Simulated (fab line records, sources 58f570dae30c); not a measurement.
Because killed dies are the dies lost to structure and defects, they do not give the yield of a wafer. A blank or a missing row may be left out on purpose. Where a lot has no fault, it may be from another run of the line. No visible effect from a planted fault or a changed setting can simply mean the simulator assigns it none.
Split-lot experiment    flow berkeley_cmos170    23 wafers read from 5 lots, route of 331 steps

THE SPLIT ITSELF
At UCB170_V1_CVD_00 (deposits SiO2 from TEOS/O2, target thk 2000 nm, time 250 s), the setting time_s was moved away from the recipe's 250 s on 7 of the 23 wafers read, by -7.6% to +4.4%. The other wafers ran this setting at the recipe's value.

There is no step in the file separating the split from the reading.

THE READING
V1_TEOS_THK (nm), taken at UCB170_V1_THK_MEAS_01. Fault-free wafers of this fab line usually give 2005 nm, standard deviation 24 nm.

wafer   tool, chamber at the split  time_s as run, s  against the recipe  V1_TEOS_THK, nm  against lot-mates on the recipe
L078.1  pecvd-01, 0                 250               recipe              1997             -
L078.2  pecvd-01, 2                 261.1             +4.4%               2104             +74
L078.4  pecvd-01, 0                 250               recipe              2034             -
L078.5  pecvd-01, 1                 261.1             +4.4%               2091             +61
L078.6  pecvd-01, 2                 250               recipe              2058             -
L080.1  pecvd-01, 2                 250               recipe              2004             -
L080.2  pecvd-01, 0,0,2             250               recipe              1985             -
L080.4  pecvd-01, 1                 250               recipe              1974             -
L080.5  pecvd-01, 0,0,2             250               recipe              2038             -
L080.6  pecvd-01, 0,0,2             250               recipe              2019             -
L082.1  pecvd-04, 0                 250               recipe              1986             -
L082.2  pecvd-04, 2                 250               recipe              2004             -
L082.3  pecvd-04, 1                 232.6             -7.0%               1873             -122
L082.4  pecvd-04, 2                 232.6             -7.0%               1892             -103
L082.6  pecvd-04, 0                 232.6             -7.0%               1897             -98
L085.1  pecvd-02, 2                 250               recipe              2000             -
L085.3  pecvd-02, 1                 250               recipe              1992             -
L085.5  pecvd-02, 0                 250               recipe              2041             -
L083.1  pecvd-04, 0                 250               recipe              2000             -
L083.2  pecvd-04, 1                 230.9             -7.6%               1851             -155
L083.3  pecvd-04, 2                 250               recipe              1981             -
L083.4  pecvd-04, 0                 230.9             -7.6%               1855             -151
L083.5  pecvd-04, 1                 250               recipe              2036             -
Rows listing several chambers each stand for several wafers; the file does not say which wafer went through which chamber.

FIT RESULTS
A straight line over all 23 wafers: V1_TEOS_THK changes by +19 nm for each +1% of time_s; r = +0.95; the points scatter about the line by 22 nm.
The same after taking each lot's own level away (the mean of its wafers on the recipe; 23 wafers): +17.1 nm for each +1%; r = +0.94; scatter 21 nm.
That fit puts the effect of the largest move of time_s on the reading at 1.3e+02 nm.
Measured against the standard deviation above, the lots' own levels, which go from 1995.0 to 2029.7 nm, span 1.4 times it.
Thus the slope moves with the lot-to-lot level: the two fits are different.
Check: -126 nm against its lot-mates is what the line predicts for one of the wafers moved furthest among these (-7.6%) when that wafer is left out of the fit. It came out at -155 nm against them.

OTHER SPLITS ON THESE WAFERS
Note: prior to the reading, these wafers also went through further splits. Each is held against what the fit with the lots' levels taken away leaves over:
other split on the same wafers   wafers away from the commonest value  r with V1_TEOS_THK (lot level and that fit taken away)
UCB170_M1_COAT_04 resist_thk_nm  9                                     -0.01

THE WHOLE CHAIN: every reading that the file lists as answering this split, in the file's order
step                   what it does                                                reading                                                                    change (the file's fit)               r (the file's)
UCB170_V1_CVD_00       deposits SiO2 from TEOS/O2, target thk 2000 nm, time 250 s  SiO2_of_V1_CVD_00.thk_nm (the simulator's own value, which no gauge read)  +17.9 nm for each +1% of the setting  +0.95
UCB170_V1_THK_MEAS_01                                                              V1_TEOS_THK                                                                +17.6 for each +1% of the setting     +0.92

THE FILE'S OWN FIT
V1_TEOS_THK changes by +17.6 nm for each +1% of time_s, r = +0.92.
